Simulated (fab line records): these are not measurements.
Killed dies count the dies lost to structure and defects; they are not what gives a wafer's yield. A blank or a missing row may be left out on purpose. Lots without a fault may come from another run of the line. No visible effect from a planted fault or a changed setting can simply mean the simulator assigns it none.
fab line records	flow berkeleyCmos170
[record] lots = 7	wafers = 21	lastDay = 10
route steps=331 shown NWELL@16
lots that met no fault: from a run of the same line without faults
startH: start of the lot's first displayed wafer, in hours after the record's first day	waitH: hours elapsed since this lot's preceding step	" same as the row above	L1.1+2: one row covering several wafers at once	- no value, or no start given	* or withheld: withheld	< > ~ a bound
route shown NAME@n: names a module that has steps shown in the file, with the first one's number in the route	usual: mean/standard deviation taken from wafers without a fault	same: alike in all rows	chamber/n: place in a boat	sites: per-site readings	_std_site: the standard deviation of these	_edge_site: mean of outer sites minus mean of inner sites	radiusMm: for every site, how far away it sits from the centre of the wafer	mask NAME#n: copy n	behind: tool/chamber where the wafer was last shaped	hold: reason for holding the lot/hours on hold/outcome of the hold	device: which transistor (n, p or np) failed to switch	end of line: the tests these same wafers got at the end of their route	a step with no rows: only its recipe	killed: count of dies lost to structure and defects at first sort (not the wafer's yield)	map: dies across one wafer; x = killed, . = not, _ = none there
set.NAME: the setting that was run; set.NAME@STEP: the one run at that earlier step	model.NAME: the simulator's own value behind a step, which no gauge read
lots at some steps of the route; a table a step, a row a wafer
services: from which hour (startH, from the record's first day; less than 0 if before it) a tool's chamber was out of use, for how many hours, and why
[[steps]]
[step UCB170_NWELL_THK_MEAS_02]
[recipe] reads = SiO2_of_NWELL_OXIDATION_01
[usual] NWELL_OXIDE_THK = 26.3/0.48
lot.wafer	tool	chamber	startH	waitH	NWELL_OXIDE_THK[nm]
L950.3	filmMetro-02	-	31.82	0.0	25.7
L950.4	"	-	"	"	26.0
L950.6	"	-	"	"	25.7
L953.3	filmMetro-01	-	43.55	0.0	26.1
L953.5	"	-	"	"	26.0
L953.6	"	-	"	"	25.6
L959.1	filmMetro-01	-	77.70	0.0	25.7
L959.4	"	-	"	"	25.9
L959.6	"	-	"	"	26.2
L960.1	filmMetro-04	-	79.88	0.0	26.4
L960.3	"	-	"	"	26.4
L960.4	"	-	"	"	26.4
L961.1	filmMetro-02	-	79.88	0.0	27.4
L961.2	"	-	"	"	26.9
L961.4	"	-	"	"	26.9
L962.1	filmMetro-04	-	85.49	0.0	25.8
L962.3	"	-	"	"	25.7
L962.5	"	-	"	"	26.3
L963.2	filmMetro-02	-	85.50	0.0	26.4
L963.5	"	-	"	"	26.4
L963.6	"	-	"	"	26.2
[step UCB170_NWELL_ANNEAL_03]
[recipe] tempC = 1000	timeS = 900	ambient = N2
[step UCB170_NWELL_CVD_04]
[recipe] material = Si3N4	targetThkNm = 224	tempC = 800	precursor = SiH2Cl2/NH3	timeS = 3360	pressureMtorr = 200	sih2cl2FlowSccm = 25	nh3FlowSccm = 75
[step UCB170_NWELL_THK_MEAS_05]
[recipe] reads = Si3N4_of_NWELL_CVD_04
[usual] NWELL_NITRIDE_THK = 224.3/2
lot.wafer	tool	chamber	startH	waitH	NWELL_NITRIDE_THK[nm]
L950.3	filmMetro-01	-	38.82	0.0	222.6
L950.4	"	-	"	"	223.2
L950.6	"	-	"	"	223.4
L953.3	filmMetro-02	-	51.58	0.0	224.2
L953.5	"	-	"	"	223.2
L953.6	"	-	"	"	226.3
L959.1	filmMetro-02	-	84.41	0.0	224.4
L959.4	"	-	"	"	225.6
L959.6	"	-	"	"	223.7
L961.1	filmMetro-01	-	84.41	0.0	224.5
L961.2	"	-	"	"	222.4
L961.4	"	-	"	"	222.7
L960.1	filmMetro-02	-	84.47	0.1	224.7
L960.3	"	-	"	"	223.1
L960.4	"	-	"	"	223.3
L962.1	filmMetro-01	-	93.66	0.0	224.5
L962.3	"	-	"	"	224.5
L962.5	"	-	"	"	225.8
L963.2	filmMetro-02	-	93.67	0.0	222.4
L963.5	"	-	"	"	223.2
L963.6	"	-	"	"	224.3
[step UCB170_NWELL_HMDS_06]
[recipe] primeTimeS = 60	primeTempC = 100
[step UCB170_NWELL_COAT_07]
[recipe] resist = KrF	spinRpm = 1500	resistThkNm = 900
[step UCB170_NWELL_SOFTBAKE_08]
[recipe] resist = KrF	tempC = 130	timeS = 60
[step UCB170_NWELL_EXPOSE_09]
[recipe] maskId = NWELL	targetCdNm = 3000	na = 0.5	sigmaOuter = 0.6	sourceShape = conventional	doseMj = 25
[step UCB170_NWELL_PEB_10]
[recipe] pebTempC = 130	pebTimeS = withheld	resist = KrF
[step UCB170_NWELL_DEVELOP_11]
[recipe] developer = TMAH	developTimeS = 45	resist = KrF	devTempC = 21
[step UCB170_NWELL_OVL_MEAS_12]
[usual] NWELL_OVL = -5/4.7
lot.wafer	tool	chamber	startH	waitH	NWELL_OVL[nm]
L950.3	overlay-02	-	40.39	-	-11
L950.4	"	-	"	"	-5
L950.6	"	-	"	"	-9
L953.3	overlay-01	-	52.81	-	-4
L953.5	"	-	"	"	-6
L953.6	"	-	"	"	-6
L959.1	overlay-02	-	85.44	-	-7
L959.4	"	-	"	"	-9
L959.6	"	-	"	"	-13
L961.1	overlay-01	-	85.55	-	1
L961.2	"	-	"	"	0
L961.4	"	-	"	"	1
L960.1	overlay-02	-	85.67	-	-8
L960.3	"	-	"	"	-4
L960.4	"	-	"	"	-10
L962.1	overlay-02	-	95.85	-	-1
L962.3	"	-	"	"	1
L962.5	"	-	"	"	-3
L963.2	overlay-01	-	96.27	-	-2
L963.5	"	-	"	"	-7
L963.6	"	-	"	"	1
[step UCB170_NWELL_ETCH_13]
[recipe] chemistry = CH3F/Ar/O2	target = Si3N4	stopOn = SiO2	CH3F_flow_sccm = 20	Ar_flow_sccm = 50	O2_flow_sccm = 7	pressureMtorr = 50	rfW = 450	targetDepthA = 2464	overEtchFrac = 0.1	timeS = 154
[usual] drypumpMotorCurrentA = 5.8/0.32	oesProductAu = 0.943/0.012	throttleValvePct = 8.02/0.17
lot.wafer	tool	chamber	startH	waitH	drypumpMotorCurrentA	oesProductAu	rfHoursCounterH	throttleValvePct
L950.3	rieDiel-03	3	40.41	0.0	5.9	0.945	103	8.16
L950.4	"	0	"	"	6.4	0.927	105	8.25
L950.6	"	2	"	"	6.2	0.946	-	7.79
L953.3	rieDiel-04	1	52.84	0.0	5.7	0.939	22	8.04
L953.5	"	2	"	"	5.4	0.955	-	7.93
L953.6	"	1	"	"	5.8	0.941	-	8.05
L959.1	rieDiel-04	2	85.47	0.0	5.4	0.956	94	7.93
L959.4	"	1	"	"	5.7	0.946	24	8.05
L959.6	"	1	"	"	5.7	0.937	-	8.03
L961.1	rieDiel-02	2	85.59	0.0	5.6	0.936	33	7.93
L961.2	"	3	"	"	5.4	0.965	0	8.28
L961.4	"	1	"	"	5.8	0.929	98	7.81
L960.1	rieDiel-03	3	85.71	0.0	5.8	0.954	105	8.16
L960.3	"	0	"	"	6.4	0.927	108	8.25
L960.4	"	2	"	"	6.2	0.948	105	7.80
L962.1	rieDiel-03	1	95.89	0.0	5.7	0.940	118	8.11
L962.3	"	0	"	"	6.4	0.940	108	8.26
L962.5	"	1	"	"	5.7	0.943	-	8.11
L963.2	rieDiel-04	3	96.30	0.0	5.7	0.941	4	8.27
L963.5	"	0	"	"	5.9	0.919	-	7.83
L963.6	"	1	"	"	5.7	0.938	-	8.04
[step UCB170_NWELL_IMPLANT_14]
[recipe] species = P	doseCm2 = 1e+13	energyKev = 150	tiltDeg = 7
[usual] beamEnergyKeV = 150.00/0.051
lot.wafer	tool	chamber	startH	waitH	beamEnergyKeV	model.implant.rpNm	model.implant.drpNm
L950.3	implanter-02	0	40.56	0.1	150.11	186.9	62.72
L950.4	"	0	"	"	150.06	186.9	62.72
L950.6	"	0	"	"	150.05	186.9	62.72
L953.3	implanter-03	0	52.99	0.1	150.10	185.3	62.72
L953.5	"	0	"	"	150.02	185.3	62.72
L953.6	"	0	"	"	150.09	185.3	62.72
L959.1	implanter-02	0	85.58	0.1	143.55	176.4	60.6
L959.4	"	0	"	"	143.46	176.4	60.6
L959.6	"	0	"	"	143.52	176.4	60.6
L961.1	implanter-01	0	85.69	0.1	150.01	183.5	62.72
L961.2	"	0	"	"	150.05	183.5	62.72
L961.4	"	0	"	"	150.04	183.5	62.72
L960.1	implanter-02	0	85.81	0.1	143.56	174.4	60.6
L960.3	"	0	"	"	143.51	174.4	60.6
L960.4	"	0	"	"	143.53	174.4	60.6
L962.1	implanter-02	0	95.99	0.1	143.51	175.2	60.6
L962.3	"	0	"	"	143.52	175.2	60.6
L962.5	"	0	"	"	143.47	175.2	60.6
L963.2	implanter-03	0	96.43	0.1	150.05	190.3	62.72
L963.5	"	0	"	"	149.98	190.3	62.72
L963.6	"	0	"	"	150.02	190.3	62.72
[step UCB170_NWELL_STRIP_15]
[recipe] chemistry = O2	powerW = 400	pressureMtorr = 3500	platenTempC = withheld	o2FlowSccm = 400	overashFraction = 0.5
[usual] drypumpMotorCurrentA = 5.5/0.44	oesProductAu = 0.721/0.0046	stripTimeToEndpointS = 18.04/0.1
lot.wafer	tool	chamber	startH	waitH	drypumpMotorCurrentA	oesProductAu	rfHoursCounterH	stripTimeToEndpointS
L950.3	plasmaAsher-02	0	40.70	0.1	5.7	0.717	-	18.13
L950.4	"	1	"	"	6.1	0.722	-	18.16
L950.6	"	1	"	"	6.1	0.723	-	18.17
L953.3	plasmaAsher-02	1	53.12	0.1	6.1	0.722	-	18.02
L953.5	"	1	"	"	6.1	0.731	-	17.97
L953.6	"	0	"	"	5.7	0.719	-	18.10
L959.1	plasmaAsher-02	1	85.73	0.1	6.2	0.722	28	17.93
L959.4	"	1	"	"	6.1	0.719	-	18.03
L959.6	"	1	"	"	6.2	0.726	-	18.04
L961.1	plasmaAsher-01	1	85.84	0.1	5.6	0.721	35	17.81
L961.2	"	0	"	"	4.9	0.720	35	18.08
L961.4	"	1	"	"	5.5	0.726	-	17.87
L960.1	plasmaAsher-02	1	85.96	0.1	6.1	0.720	28	17.98
L960.3	"	0	"	"	5.7	0.724	-	18.06
L960.4	"	1	"	"	6.1	0.722	-	18.15
L962.1	plasmaAsher-02	0	96.14	0.1	5.7	0.722	29	17.95
L962.3	"	1	"	"	6.2	0.724	-	18.04
L962.5	"	0	"	"	5.7	0.711	-	17.83
L963.2	plasmaAsher-01	0	96.55	0.1	4.9	0.719	36	18.03
L963.5	"	1	"	"	5.5	0.729	-	18.04
L963.6	"	0	"	"	4.9	0.720	-	18.10
[[services]]
tool	chamber	startH	hours	kind
rieDiel-02	-	19.16	1.4	repair
rieDiel-02	2	39.54	9.6	repair
implanter-01	-	46.62	5.5	pm
rieDiel-04	1	46.77	2.3	repair
rieDiel-02	3	58.69	-	clean
rieDiel-02	3	58.69	15.9	scheduledDown
rieDiel-02	3	58.69	15.9	ventCycle
implanter-03	-	84.47	1.8	repair
[[key]]
[firstSign] step = UCB170_NWELL_IMPLANT_14	reading = beamEnergyKeV	direction = down	sigmas = 99+	usual = 150.00	struck = 143.51
effect none on later readings
[modelEffect] step = UCB170_NWELL_IMPLANT_14	value = implant.rpNm	without = 183.6	struck = 175.3
metAt UCB170_NWELL_IMPLANT_14
struckWafers L959.1,L959.4,L959.6,L960.1,L960.3,L960.4,L962.1,L962.3,L962.5
sortLeftOut L962.1,L962.3,L962.5
testerLeftOut L959,L960,L962
[fault] kind = processParameterDrift	tool = implanter-02	chamber = -	onsetH = 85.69	steps = UCB170_NWELL_IMPLANT_14	channel = energyKev	offset = -6.4676	shape = step	endH = 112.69	actsIn = theseRecipesOnly	stated = 150
// testerLeftOut: of these lots the tester's yield and bins aren't shown, on N5 and GAA mostly nor the transistor test; their killed dies are dies lost to structure and defects alone, not to doping, threshold or leakage, so they don't give the yield
// sortLeftOut: the simulated sort isn't trusted on such a fault, so these wafers' sort isn't shown, and their yield isn't known
